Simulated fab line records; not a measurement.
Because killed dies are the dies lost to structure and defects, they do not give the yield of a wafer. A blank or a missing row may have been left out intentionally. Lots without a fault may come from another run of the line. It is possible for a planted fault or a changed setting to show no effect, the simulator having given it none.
A struck lot beside a sound one + flow rit-cmos + 15 steps out of a route of 202
Sound: the wafers L833.1, L833.3, L833.5. Wafers struck: L852.1, L852.3, L852.6. The cause is named last.
Order at every step that has rows: each side's tool, ch and its chambers, its first start. Under that, the readings that differ: sound wafers + struck wafers + difference of the means + sigmas: that difference in standard deviations of wafers without a fault.
alike: a reading whose means differ by less than 2 such deviations, as well as words and numbers matching on both sides. not compared: withheld readings; readings where some wafer has no value; bounds like >300 that might hide an equal value; numbers whose values overlap and for which the record gives no deviation.
The two part at a step that has a row with sigmas, a row that says differs or no value, or rows on one side only. Non-overlapping numbers with no deviation appear without sigmas and do not part them. A reading that every wafer of one side lacks parts them only if that side has two wafers or more.

first, 3 steps without rows for these wafers: RIT_SDANNEAL_CLEAN_00 (cleans in SC1, time 600 s); RIT_SDANNEAL_CLEAN_01 (cleans in dHF, time 30 s); RIT_SDANNEAL_CLEAN_02 (cleans in SC2, time 600 s).
RIT_SDANNEAL_RTA_03: time 5 s.
  sound on rtp-anneal-01 ch 0, day 3 05:16; struck on rtp-anneal-02 ch 0, day 7 03:01
  alike: anneal-temp-c-max, chamber-o2-ppm, wafer_temp_C_max
RIT_SDANNEAL_RS_MEAS_04: uses a four-point probe to measure.
  struck on film-metro-02, day 7 03:05; sound on film-metro-03, day 3 05:20
  alike: PSD_RS
RIT_SDANNEAL_RS_MEAS_05: uses a four-point probe to measure.
  struck on film-metro-02, day 7 03:12; sound on film-metro-03, day 3 05:27
| reading         | sound             | struck            | difference | sigmas |
|-----------------|-------------------|-------------------|------------|--------|
| NSD_RS (ohm/sq) | 84.70 84.97 84.66 | 84.18 84.35 84.22 | -0.53      | -2     |
RIT_SDANNEAL_RS_MEAS_06: uses a four-point probe to measure.
  struck on film-metro-02, day 7 03:19; sound on film-metro-03, day 3 05:34
  alike: PLDD_RS
RIT_SDANNEAL_RS_MEAS_07: uses a four-point probe to measure.
  struck on film-metro-02, day 7 03:26; sound on film-metro-03, day 3 05:41
  alike: NLDD_RS
then, 1 step without rows for these wafers: RIT_SILICIDE_WET_ETCH_00 (etches SiO2 in BOE, target depth 14 nm, time 15 s).
RIT_SILICIDE_SPUTTER_01: material Ti, target thk 30 nm, time 240 s.
  struck on pvd-sputter-04, day 7 03:34; sound on pvd-sputter-02, day 3 05:49
| reading                | sound          | struck         | difference | sigmas |
|------------------------|----------------|----------------|------------|--------|
| throttle-valve-pct (%) | 30.9 31.1 31.1 | 27.9 29.9 27.6 | -2.6       | -2     |
RIT_SILICIDE_RS_MEAS_02: uses a four-point probe to measure.
  struck on film-metro-02, day 7 03:44; sound on film-metro-01, day 3 05:58
  alike: SILICIDE_TI_RS
RIT_SILICIDE_THK_MEAS_03: measures by xrf.
  struck on film-metro-02, day 7 03:52; sound on film-metro-01, day 3 06:05
  alike: SILICIDE_TI_THK
RIT_SILICIDE_RTA_04: time 10 s, ramp up 5 s, ramp down 5 s.
  sound on rtp-anneal-02 ch 0, day 3 06:09; struck on rtp-anneal-01 ch 0, day 7 03:55
| reading        | sound             | struck               | difference | sigmas      |
|----------------|-------------------|----------------------|------------|-------------|
| chamber-o2-ppm | 2.004 1.984 1.981 | 1502.0 1502.0 1502.0 | +1500.0    | +99 or more |
  alike: anneal-temp-c-max, wafer_temp_C_max
then, 1 step without rows for these wafers: RIT_SILICIDE_WET_ETCH_05 (etches Ti in SPM, time 120 s).
RIT_M1_PROBE_99:
  struck on prober-01, day 7 10:32; sound on prober-01, day 3 12:54
| reading                            | sound             | struck            | difference | sigmas |
|------------------------------------|-------------------|-------------------|------------|--------|
| killed-at-contacts                 | 0 0 0             | 1 0 1             | +1         | +2     |
| model.etest.npoly-line.line-ohm-um | 167.3 173 168.7   | 1428 1495 1518    | +1311      |        |
| model.etest.ppoly-line.line-ohm-um | 160.9 165.8 162.4 | 1020 1116 1114    | +920       |        |
| model.etest.npoly-line.rs-ohm-sq   | 16.92 17.12 16.98 | 169 173.8 174.1   | +155       |        |
| model.etest.ppoly-line.rs-ohm-sq   | 16.41 16.52 16.47 | 125.4 132.4 132.4 | +113.6     |        |
| model.etest.npoly-sal.rs-ohm-sq    | 4.348 4.29 4.316  | 22.04 22.25 21.94 | +17.76     |        |
| model.etest.pplus-sal.rs-ohm-sq    | 4.244 4.317 4.286 | 21.1 21.29 20.96  | +16.8      |        |
| model.etest.ppoly-sal.rs-ohm-sq    | 4.308 4.269 4.277 | 21.05 21.44 20.87 | +16.84     |        |
| model.etest.nplus-sal.rs-ohm-sq    | 4.24 4.275 4.325  | 20.82 20.92 20.52 | +16.47     |        |
  alike: killed_at_M0_to_M3, killed-at-front-end, killed-dies, killed-on-rim, killed-open, killed-short

WHERE THEY PART
First at RIT_SDANNEAL_RS_MEAS_05; last, within this record, at RIT_M1_PROBE_99.

WHY: whatever the simulator had introduced
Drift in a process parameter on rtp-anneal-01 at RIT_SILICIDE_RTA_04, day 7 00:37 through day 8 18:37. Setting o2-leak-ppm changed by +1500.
